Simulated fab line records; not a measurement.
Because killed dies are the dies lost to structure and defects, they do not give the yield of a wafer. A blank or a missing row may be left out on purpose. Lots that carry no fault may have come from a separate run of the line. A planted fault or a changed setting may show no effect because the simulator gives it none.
What tool caused it? || flow berkeley cmos170 || 7 lots, 21 wafers sampled, at 2 steps of a route of 331

WHAT EACH GAUGE READ, for each wafer
UCB170_CONTACT_THK_MEAS_02.
{"lot": "L380", "measured": "day 7 08:28", "on": "film metro-01", "CONTACT_PSG_THK (nm)": "688 689 691"}
{"lot": "L381", "measured": "day 7 16:07", "on": "film metro-03", "CONTACT_PSG_THK (nm)": "701 697 699"}
{"lot": "L385", "measured": "day 8 16:31", "on": "film metro-03", "CONTACT_PSG_THK (nm)": "691 689 689"}
{"lot": "L388", "measured": "day 9 09:18", "on": "film metro-01", "CONTACT_PSG_THK (nm)": "684 687 685"}
{"lot": "L393", "measured": "day 10 14:28", "on": "film metro-03", "CONTACT_PSG_THK (nm)": "738 731 736"}
{"lot": "L396", "measured": "day 11 03:31", "on": "film metro-01", "CONTACT_PSG_THK (nm)": "699 697 696"}
{"lot": "L402", "measured": "day 11 19:22", "on": "film metro-03", "CONTACT_PSG_THK (nm)": "694 690 691"}

EACH LOT AND THE TOOL THAT RAN IT (in order: tool; ch and the chambers of the sampled wafers; start)
{"lot": "L380", "UCB170_CONTACT_CVD_01": "lpcvd-01 ch 0, day 7 06:41"}
{"lot": "L381", "UCB170_CONTACT_CVD_01": "lpcvd-02 ch 1, day 7 14:20"}
{"lot": "L385", "UCB170_CONTACT_CVD_01": "lpcvd-02 ch 1, day 8 14:44"}
{"lot": "L388", "UCB170_CONTACT_CVD_01": "lpcvd-02 ch 1, day 9 07:30"}
{"lot": "L393", "UCB170_CONTACT_CVD_01": "lpcvd-01 ch 1, day 10 12:40"}
{"lot": "L396", "UCB170_CONTACT_CVD_01": "lpcvd-02 ch 0, day 11 01:44"}
{"lot": "L402", "UCB170_CONTACT_CVD_01": "lpcvd-02 ch 0, day 11 17:35"}
- UCB170_CONTACT_CVD_01: deposits PSG from SiH4/O2/PH3, target thk 700 nm, time 2820 s.

THE ANSWER, worked out from the rows above alone
Rule: what is usual is taken from the lots themselves. The widest of any qualifying gaps counts: lots, ordered by their means at a reading, are off when they make up no more than a third of the lots, leave a main group of 4 or more, and stand apart from it by 3 or more times the standard deviation of that group's means. If all means in a main group match to the digits the tables above print for the reading, that group is not used. Also off: a lot with no number at a reading for which 4 or more lots have one. Any other lot the step has rows for is counted as sound.
Off: L393, at UCB170_CONTACT_THK_MEAS_02 (CONTACT_PSG_THK). Mean 692 nm and standard deviation 4.7 in the main group.
A tool fits if, at a process step before that reading, it ran every lot that is off, and no sound lot after the first of them. The gauges at UCB170_CONTACT_THK_MEAS_02 are tried like those tools. One candidate fits, namely lpcvd-01 at UCB170_CONTACT_CVD_01. A fault onset in the window from L380 (day 7 06:41, its last sound lot) to L393 (day 10 12:40, its first lot off) fits.

WHAT THE SIMULATOR HAD PUT IN
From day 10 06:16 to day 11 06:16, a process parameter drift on lpcvd-01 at UCB170_CONTACT_CVD_01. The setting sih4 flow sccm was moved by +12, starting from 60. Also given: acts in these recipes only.
Lots struck among those shown: L393. The rule given above showed the same thing.
